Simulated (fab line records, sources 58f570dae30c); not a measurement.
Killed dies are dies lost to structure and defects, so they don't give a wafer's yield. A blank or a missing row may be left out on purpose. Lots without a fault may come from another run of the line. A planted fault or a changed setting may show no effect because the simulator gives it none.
Which tool did it? | flow berkeley_cmos170 | 14 lots, 42 wafers sampled, at 5 steps of a route of 331

WHAT THE GAUGES READ, wafer by wafer
UCB170_WELLDRIVE_THK_MEAS_02.
lot  | measured    | on            | WELLDRIVE_OXIDE_THK (nm)
L157 | day 3 19:30 | film_metro-03 | 192 189 194
L158 | day 4 10:18 | film_metro-03 | 199 198 200
L159 | day 4 10:14 | film_metro-03 | 193 195 196
L161 | day 4 18:49 | film_metro-03 | 194 193 197
L160 | day 4 10:20 | film_metro-02 | 194 195 193
L162 | day 5 05:11 | film_metro-03 | 189 194 193
L163 | day 5 13:28 | film_metro-02 | 191 195 197
L164 | day 5 13:30 | film_metro-03 | 195 194 193
L165 | day 5 17:51 | film_metro-02 | 198 202 201
L166 | day 6 04:14 | film_metro-02 | 248 250 249
L167 | day 6 04:16 | film_metro-02 | 243 246 243
L176 | day 8 05:29 | film_metro-03 | 190 191 192
L178 | day 8 05:31 | film_metro-02 | 192 193 192
L177 | day 8 05:29 | film_metro-01 | 198 197 194

UCB170_PSD_OVL_MEAS_07.
lot  | measured     | on         | PSD_OVL (nm)
L157 | day 8 00:59  | overlay-01 | 3 2 4
L158 | day 8 15:21  | overlay-01 | -1 -5 -1
L159 | day 8 15:37  | overlay-01 | 1 4 3
L161 | day 8 15:43  | overlay-02 | -4 -3 -7
L160 | day 8 15:55  | overlay-01 | 4 2 5
L162 | day 9 05:25  | overlay-01 | -9 -7 -7
L163 | day 9 17:01  | overlay-02 | -3 -6 -6
L164 | day 9 17:05  | overlay-01 | 5 3 3
L165 | day 9 17:17  | overlay-02 | -5 3 -1
L166 | day 9 23:58  | overlay-02 | -2 8 4
L167 | day 10 00:04 | overlay-01 | -14 -12 -6
L176 | day 12 03:52 | overlay-02 | 3 1 -1
L178 | day 12 03:57 | overlay-01 | 10 -1 5
L177 | day 12 03:41 | overlay-01 | -6 -7 -4

WHICH TOOL RAN EACH LOT (tool, then ch and the chambers of the sampled wafers, then the start)
lot  | UCB170_ZERO_ETCH_06               | UCB170_PWELL_STRIP_16               | UCB170_WELLDRIVE_OXIDATION_01
L157 | rie_diel-01 ch 0,1, day 1 17:51   | plasma_asher-02 ch 0,1, day 3 04:19 | furnace-04 ch 0, day 3 15:59
L158 | rie_diel-04 ch 0,2,3, day 2 04:13 | plasma_asher-01 ch 0,1, day 3 20:18 | furnace-04 ch 0, day 4 06:40
L159 | rie_diel-04 ch 0,1,2, day 2 08:26 | plasma_asher-04 ch 0,1, day 3 20:07 | furnace-04 ch 0, day 4 06:40
L161 | rie_diel-04 ch 2,3, day 2 14:11   | plasma_asher-02 ch 0,1, day 4 04:16 | furnace-02 ch 0, day 4 15:17
L160 | rie_diel-01 ch 0,2,3, day 2 14:24 | plasma_asher-04 ch 0,1, day 3 20:36 | furnace-04 ch 0, day 4 06:40
L162 | rie_diel-01 ch 1,2,3, day 3 01:01 | plasma_asher-02 ch 0,1, day 4 17:56 | furnace-01 ch 0, day 5 01:41
L163 | rie_diel-03 ch 2,3, day 3 06:25   | plasma_asher-02 ch 0,1, day 4 23:56 | furnace-04 ch 0, day 5 09:58
L164 | rie_diel-01 ch 0,1,2, day 3 06:40 | plasma_asher-01 ch 0,1, day 5 00:50 | furnace-04 ch 0, day 5 09:58
L165 | rie_diel-03 ch 0,2, day 3 15:41   | plasma_asher-02 ch 1, day 5 05:11   | furnace-02 ch 0, day 5 14:21
L166 | rie_diel-04 ch 0,1,3, day 4 01:02 | plasma_asher-04 ch 0,1, day 5 13:06 | furnace-02 ch 0, day 6 00:42
L167 | rie_diel-03 ch 0,2,3, day 4 01:17 | plasma_asher-01 ch 0,1, day 5 13:20 | furnace-02 ch 0, day 6 00:42
L176 | rie_diel-01 ch 0,2,3, day 6 00:17 | plasma_asher-04 ch 0,1, day 7 17:59 | furnace-04 ch 0, day 8 01:58
L178 | rie_diel-04 ch 1,3, day 6 06:53   | plasma_asher-04 ch 0,1, day 7 18:16 | furnace-04 ch 0, day 8 01:58
L177 | rie_diel-03 ch 1,2, day 6 06:55   | plasma_asher-01 ch 0,1, day 7 18:10 | furnace-04 ch 0, day 8 01:58
- UCB170_ZERO_ETCH_06: etches SiO2 in CHF3/CF4/Ar, time 12 s.
- UCB170_PWELL_STRIP_16: strips in O2.
- UCB170_WELLDRIVE_OXIDATION_01: target thk 199 nm, ox time 9000 s.

WHAT THE TOOLS THEMSELVES READ (means of the sampled wafers that have a number; where no wafer has one, the mark that the record gives instead)
UCB170_ZERO_ETCH_06.
lot  | tool        | chamber_pressure_mTorr (mTorr) | drypump_motor_current_A (A) | oes_product_au (a.u.) | throttle_valve_pct (%)
L157 | rie_diel-01 | 100.00                         | 5.4                         | 0.606                 | 9.38
L158 | rie_diel-04 | 100.02                         | 5.5                         | 0.619                 | 9.24
L159 | rie_diel-04 | 99.99                          | 5.9                         | 0.614                 | 9.29
L161 | rie_diel-04 | 99.98                          | 5.7                         | 0.622                 | 9.30
L160 | rie_diel-01 | 99.97                          | 5.1                         | 0.615                 | 9.21
L162 | rie_diel-01 | 99.97                          | 5.2                         | 0.616                 | 9.32
L163 | rie_diel-03 | 99.96                          | 5.4                         | 0.634                 | 9.24
L164 | rie_diel-01 | 100.01                         | 5.2                         | 0.615                 | 9.29
L165 | rie_diel-03 | 99.95                          | 5.6                         | 0.624                 | 9.31
L166 | rie_diel-04 | 99.85                          | 5.7                         | 0.610                 | 9.20
L167 | rie_diel-03 | 100.06                         | 5.6                         | 0.626                 | 9.26
L176 | rie_diel-01 | 100.01                         | 5.0                         | 0.614                 | 9.20
L178 | rie_diel-04 | 99.94                          | 6.0                         | 0.605                 | 9.20
L177 | rie_diel-03 | 99.94                          | 5.5                         | 0.619                 | 9.35

UCB170_PWELL_STRIP_16.
lot  | tool            | chamber_pressure_mTorr (mTorr) | drypump_motor_current_A (A) | oes_product_au (a.u.) | strip_time_to_endpoint_s (s)
L157 | plasma_asher-02 | 3505                           | 6.49                        | 0.720                 | 18.05
L158 | plasma_asher-01 | 3501                           | 6.27                        | 0.723                 | 18.21
L159 | plasma_asher-04 | 3502                           | 5.82                        | 0.721                 | 18.16
L161 | plasma_asher-02 | 3498                           | 6.44                        | 0.723                 | 18.04
L160 | plasma_asher-04 | 3498                           | 5.93                        | 0.720                 | 18.04
L162 | plasma_asher-02 | 3498                           | 6.51                        | 0.723                 | 18.21
L163 | plasma_asher-02 | 3500                           | 6.53                        | 0.720                 | 18.16
L164 | plasma_asher-01 | 3501                           | 6.25                        | 0.726                 | 18.12
L165 | plasma_asher-02 | 3498                           | 6.58                        | 0.724                 | 18.16
L166 | plasma_asher-04 | 3497                           | 5.81                        | 0.719                 | 18.17
L167 | plasma_asher-01 | 3500                           | 6.30                        | 0.722                 | 18.19
L176 | plasma_asher-04 | 3500                           | 5.84                        | 0.721                 | 18.11
L178 | plasma_asher-04 | 3499                           | 5.82                        | 0.726                 | 18.10
L177 | plasma_asher-01 | 3501                           | 6.26                        | 0.719                 | 18.05

UCB170_WELLDRIVE_OXIDATION_01.
lot  | tool       | spike_tc_centre_C (C)
L157 | furnace-04 | 1101.9
L158 | furnace-04 | 1102.3
L159 | furnace-04 | 1101.2
L161 | furnace-02 | 1101.6
L160 | furnace-04 | 1102.9
L162 | furnace-01 | 1102.3
L163 | furnace-04 | 1103.1
L164 | furnace-04 | 1102.7
L165 | furnace-02 | 1101.7
L166 | furnace-02 | 1103.3
L167 | furnace-02 | 1102.4
L176 | furnace-04 | 1102.6
L178 | furnace-04 | 1102.4
L177 | furnace-04 | 1102.5

THE ANSWER, worked out from the rows above alone
Rule: what is usual is taken from the lots themselves. Put in order of their means at a reading, lots are off if they are a third of the lots or fewer, leave a main group of 4 or more, and stand apart from it by a gap of 3 or more times the standard deviation of the main group's means; of several such gaps the widest counts. A main group whose means are all the same, to the digits that the tables above print for the reading, isn't used. A lot without any number at a reading at which 4 lots or more have one is off too. The other lots that the step has rows for count as sound. The gauges are gone through in route order, then the tools' own readings, and for those a lot's mean is taken as printed above. The first step at which some lot is off is used, and at that step the reading that is off furthest; a lot without a number counts as furthest.
Off: L166, L167, at UCB170_WELLDRIVE_THK_MEAS_02 (WELLDRIVE_OXIDE_THK). The main group: mean 195 nm, standard deviation 2.7.
A tool fits if, at a process step before that reading, it ran every lot that is off, and no sound lot after the first of them. The gauges at UCB170_WELLDRIVE_THK_MEAS_02 are tried like those tools. One fits: furnace-02 at UCB170_WELLDRIVE_OXIDATION_01. Its last sound lot is L165 (day 5 14:21), its first lot that is off L166 (day 6 00:42): a fault that began between those two fits.

WHAT THE SIMULATOR HAD PUT IN
Process parameter drift: furnace-02, from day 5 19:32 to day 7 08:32, at UCB170_WELLDRIVE_OXIDATION_01. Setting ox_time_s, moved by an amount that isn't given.
Lots struck among those shown: L166, L167. The rule above found the same.
